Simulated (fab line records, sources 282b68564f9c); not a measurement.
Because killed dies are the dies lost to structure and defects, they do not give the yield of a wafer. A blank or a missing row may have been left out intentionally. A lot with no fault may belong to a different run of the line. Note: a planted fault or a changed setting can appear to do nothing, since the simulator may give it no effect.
Chamber matching -- flow rit cmos -- 3 sister chambers for RIT_CONTACT_CVD_00 on pecvd-03
The step deposits SiO2 from TEOS, target thk 400 nm, time 61 s. 5 wafers are shown with their chamber, then 7 later ones without.

== EACH WAFER AND ITS CHAMBER ==
wafer,chamber,heater power w (W),susceptor temp C (C)
L938.3,2,339,389.76
L948.4,1,359,389.75
L948.5,0,271,389.96
L951.1,1,328,390.24
L951.2,0,289,389.66

== WAFERS WITHOUT THEIR CHAMBER ==
wafer,heater power w (W),susceptor temp C (C)
L951.4,286,389.71
L954.1,314,390.04
L954.3,322,389.73
L954.6,329,390.22
L960.2,350,389.95
L960.5,374,390.18
L960.6,320,390.15

== WHICH CHAMBER EACH WENT THROUGH ==
wafer,from the rows above,in truth
L951.4,0,0
L954.1,can't be placed: 1 or 2 or 0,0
L954.3,can't be placed: 2 or 1 or 0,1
L954.6,can't be placed: 1 or 2 or 0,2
L960.2,can't be placed: 1 or 2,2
L960.5,can't be placed: 1 or 2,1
L960.6,can't be placed: 1 or 2 or 0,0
Correctly placed: 1 of 7. Unplaceable from these rows: 6, with the true chamber sitting among the candidates in 6. Wrongly placed: 0.
How it was worked out, from the rows above alone: a wafer's distance from a chamber is the root of the sum, over the readings, of the square of ((its reading less the chamber's mean) divided by the reading's scatter). The wafer belongs to the nearest chamber; if the next one is less than 2 further off, it can't be placed. For every chamber, the mean is computed from those of its wafers that are shown. The scatter: the root of (the sum of the squares of (reading less its chamber's mean) over the shown wafers, divided by (wafers less chambers)).
